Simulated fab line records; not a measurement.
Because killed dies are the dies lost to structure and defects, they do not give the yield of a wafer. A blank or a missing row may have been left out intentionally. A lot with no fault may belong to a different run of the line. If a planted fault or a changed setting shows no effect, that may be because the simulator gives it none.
Split-lot experiment    flow berkeleyCmos170    route with 331 steps; 5 lots, 23 wafers read

SPLIT DETAILS
At UCB170_M2_COAT_05 (resist thk 900 nm), the setting resistThkNm was moved away from the recipe's 900 nm on 7 of the 23 wafers read, by -3.7% to +3.7%. This setting was run at the recipe's value on the other wafers.

Reading taken at the split's own step.

THE READING
KrF_of_M2_COAT_05.thkNm (the simulator's own value, which no gauge read), in nm, at UCB170_M2_COAT_05 (resist thk 900 nm). No usual value for it is given in the file. Across the 16 wafers here that went through the recipe, the average is 899.0 nm and the standard deviation 3.4 nm.

wafer   tool, chamber at the split  resistThkNm as run, nm  against the recipe  KrF_of_M2_COAT_05.thkNm, nm  against lot-mates on the recipe
L076.1  lithoTrack-02, 0            900                     recipe              896.4                        -
L076.2  lithoTrack-02, 0            866.4                   -3.7%               861.1                        -36.0
L076.4  lithoTrack-02, 0            900                     recipe              898.2                        -
L076.5  lithoTrack-02, 0            866.4                   -3.7%               864.4                        -32.7
L076.6  lithoTrack-02, 0            900                     recipe              896.7                        -
L078.1  lithoTrack-03, 0            933.1                   +3.7%               935.8                        +34.3
L078.2  lithoTrack-03, 0            933.1                   +3.7%               937.2                        +35.8
L078.3  lithoTrack-03, 0            900                     recipe              899.8                        -
L078.5  lithoTrack-03, 0            933.1                   +3.7%               935.3                        +33.8
L078.6  lithoTrack-03, 0            900                     recipe              903.1                        -
L079.1  lithoTrack-03, 0            900                     recipe              903.5                        -
L079.4  lithoTrack-03, 0            900                     recipe              903.5                        -
L079.6  lithoTrack-03, 0            900                     recipe              907.1                        -
L082.2  lithoTrack-04, 0            900                     recipe              896.3                        -
L082.3  lithoTrack-04, 0            932.3                   +3.6%               927.8                        +31.4
L082.4  lithoTrack-04, 0            900                     recipe              895.2                        -
L082.5  lithoTrack-04, 0            900                     recipe              897.6                        -
L082.6  lithoTrack-04, 0            932.3                   +3.6%               932.2                        +35.8
L084.1  lithoTrack-04, 0            900                     recipe              896.4                        -
L084.2  lithoTrack-04, 0            900                     recipe              897.1                        -
L084.3  lithoTrack-04, 0            900                     recipe              897                          -
L084.4  lithoTrack-04, 0            900                     recipe              896.1                        -
L084.5  lithoTrack-04, 0            900                     recipe              899.9                        -

FIT RESULTS
A straight line over all 23 wafers: KrF_of_M2_COAT_05.thkNm changes by +9.59 nm for each +1% of resistThkNm; r = +0.99; the points scatter about the line by 3.3 nm.
The same after taking each lot's own level away (the mean of its wafers on the recipe; 23 wafers): +9.33 nm for each +1%; r = +1.00; scatter 1.5 nm.
According to that fit, moving resistThkNm by its largest amount changes the reading by 35 nm.
From 896.37 to 904.70 nm: that is the span of the lots' own levels, equal to 2.5 times the standard deviation above.
The two slopes are in agreement: the lot-to-lot level therefore moves the slope only a little.
Check: with one of the wafers moved furthest among these (-3.7%) left out of the fit, the line predicts -34.3 nm for it against its lot-mates. Against them it came out at -36 nm.

THE OTHER SPLITS THESE WAFERS WENT THROUGH
Note: prior to the reading, these wafers also went through further splits. Each is held against what the fit with the lots' levels taken away leaves over:
other split on the same wafers  wafers away from the commonest value  r with KrF_of_M2_COAT_05.thkNm (lot level and that fit taken away)
UCB170_M1_SPUTTER_00 timeS      7                                     +0.05
UCB170_M1_COAT_04 spinRpm       10                                    -0.11
UCB170_M1_METAL_ETCH_12 icpW    9                                     +0.28
UCB170_V1_ETCH_14 rfW           9                                     +0.16

THE WHOLE CHAIN: every reading that the file lists as answering this split, in the file's order
step                what it does       reading                                                                   change (the file's fit)               r (the file's)
UCB170_M2_COAT_05   resist thk 900 nm  KrF_of_M2_COAT_05.thkNm (the simulator's own value, which no gauge read)  +9.33 nm for each +1% of the setting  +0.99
UCB170_M2_STRIP_07  strips in O2       stripTimeToEndpointS                                                      withheld for each +1% of the setting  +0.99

THE FILE'S OWN FIT
KrF_of_M2_COAT_05.thkNm changes by +9.33 nm for each +1% of resistThkNm, r = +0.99.
